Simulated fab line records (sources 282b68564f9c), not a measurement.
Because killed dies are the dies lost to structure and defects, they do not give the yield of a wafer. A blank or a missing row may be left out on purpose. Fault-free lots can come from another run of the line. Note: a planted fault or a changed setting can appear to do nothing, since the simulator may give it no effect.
What tool caused it? ; flow rit_cmos ; 14 lots with 42 wafers sampled at 3 steps, on a route of 202 steps

## WHAT THE GAUGES SHOWED, per wafer
RIT_NSD_TW_MEAS_10. Usual: for NSD_TW the level is 3135 and the standard deviation is 14.
lot;measured;on;NSD_TW;flag
L374;day 2 23:22;film_metro-01;3154 3136 3136;
L376;day 3 11:15;film_metro-01;3136 3141 3143;
L381;day 4 10:04;film_metro-03;3130 3137 3139;
L382;day 4 16:13;film_metro-01;3133 3124 3130;
L387;day 5 18:45;film_metro-03;30 30 30;OFF
L388;day 5 23:50;film_metro-01;30 30 30;OFF
L390;day 6 08:34;film_metro-01;3135 3142 3124;
L391;day 6 14:05;film_metro-03;3155 3153 3128;
L392;day 6 17:53;film_metro-04;3135 3148 3123;
L393;day 6 23:40;film_metro-04;3139 3135 3153;
L394;day 7 04:04;film_metro-04;3111 3123 3128;
L395;day 7 09:39;film_metro-01;3142 3155 3144;
L396;day 7 14:24;film_metro-03;3136 3148 3133;
L397;day 7 18:52;film_metro-03;3144 3143 3138;

RIT_SDANNEAL_RS_MEAS_05: measurement is done with a four-point probe. Usual: for NSD_RS the level is 84.51 ohm/sq and the standard deviation is 0.3.
lot;measured;on;NSD_RS (ohm/sq);flag
L374;day 3 01:31;film_metro-03;84.33 84.49 84.21;
L376;day 3 13:18;film_metro-03;84.38 84.41 84.28;
L381;day 4 12:26;film_metro-01;84.60 84.61 84.95;
L382;day 4 18:22;film_metro-04;84.46 84.99 84.60;
L387;day 5 20:58;film_metro-03;132.71 132.83 132.66;OFF
L388;day 6 02:05;film_metro-01;133.06 132.75 132.95;OFF
L390;day 6 10:52;film_metro-01;84.36 84.72 84.32;
L391;day 6 16:20;film_metro-03;84.37 84.39 84.49;
L392;day 6 20:16;film_metro-04;84.21 84.43 84.22;
L393;day 7 01:49;film_metro-03;84.33 84.15 84.23;
L394;day 7 06:07;film_metro-03;85.16 85.16 85.05;
L395;day 7 11:44;film_metro-04;84.58 84.59 84.48;
L396;day 7 16:47;film_metro-03;83.98 84.06 84.17;
L397;day 7 21:15;film_metro-01;84.36 84.43 84.83;

## EACH LOT AND THE TOOL THAT RAN IT (in order: tool; ch and the chambers of the sampled wafers; start)
lot;RIT_NSD_IMPLANT_08
L374;implanter-01 ch 0, day 2 23:02
L376;implanter-01 ch 0, day 3 10:56
L381;implanter-04 ch 0, day 4 09:44
L382;implanter-02 ch 0, day 4 15:53
L387;implanter-02, day 5 18:26
L388;implanter-02, day 5 23:31
L390;implanter-01 ch 0, day 6 08:14
L391;implanter-02 ch 0, day 6 13:46
L392;implanter-02 ch 0, day 6 17:35
L393;implanter-02 ch 0, day 6 23:20
L394;implanter-01 ch 0, day 7 03:45
L395;implanter-01 ch 0, day 7 09:21
L396;implanter-01 ch 0, day 7 14:05
L397;implanter-02 ch 0, day 7 18:33
- RIT_NSD_IMPLANT_08

## AS READ BY THE TOOLS THEMSELVES (means over the sampled wafers that have a number; for cases with no such wafer, the mark the record gives instead)
RIT_NSD_IMPLANT_08. Usual: beam_energy_keV 25.001, standard deviation 0.0073; beam_on_s 10.00 s, standard deviation 0.21.
lot;tool;beam_energy_keV;beam_on_s (s);flag
L374;implanter-01;25.010;10.03;
L376;implanter-01;24.999;9.84;
L381;implanter-04;25.002;9.88;
L382;implanter-02;25.000;10.13;
L387;implanter-02;-;-;OFF
L388;implanter-02;-;-;OFF
L390;implanter-01;25.001;9.98;
L391;implanter-02;24.992;10.13;
L392;implanter-02;25.009;10.07;
L393;implanter-02;25.006;10.20;
L394;implanter-01;25.001;10.05;
L395;implanter-01;24.994;9.91;
L396;implanter-01;25.001;10.04;
L397;implanter-02;25.000;9.86;

## THE ANSWER, worked out from the rows above alone
Rule: take the mean of a lot's wafers that have a number; if it is more than 3 standard deviations from the usual mean, the lot is off. Also off: a lot with no number at a reading for which 4 or more lots have one. The other lots that the step has rows for count as sound. Order of review: gauges by route order, followed by the tools' own readings, for which a lot's mean as printed above is used. The first step at which some lot is off is used, and at that step the reading that is off furthest; a lot without a number counts as furthest.
Off: L387, L388, at RIT_NSD_TW_MEAS_10 (NSD_TW).
If a tool, at a process step before that reading, ran all the lots that are off and no sound lot after the first of them, it fits. The gauges at RIT_NSD_TW_MEAS_10 aren't tried: what is off there is off at RIT_NSD_IMPLANT_08 too, on other tools, and a gauge's error can't cause that. Not one of the candidates tried fits.

## WHAT THE SIMULATOR HAD INSERTED
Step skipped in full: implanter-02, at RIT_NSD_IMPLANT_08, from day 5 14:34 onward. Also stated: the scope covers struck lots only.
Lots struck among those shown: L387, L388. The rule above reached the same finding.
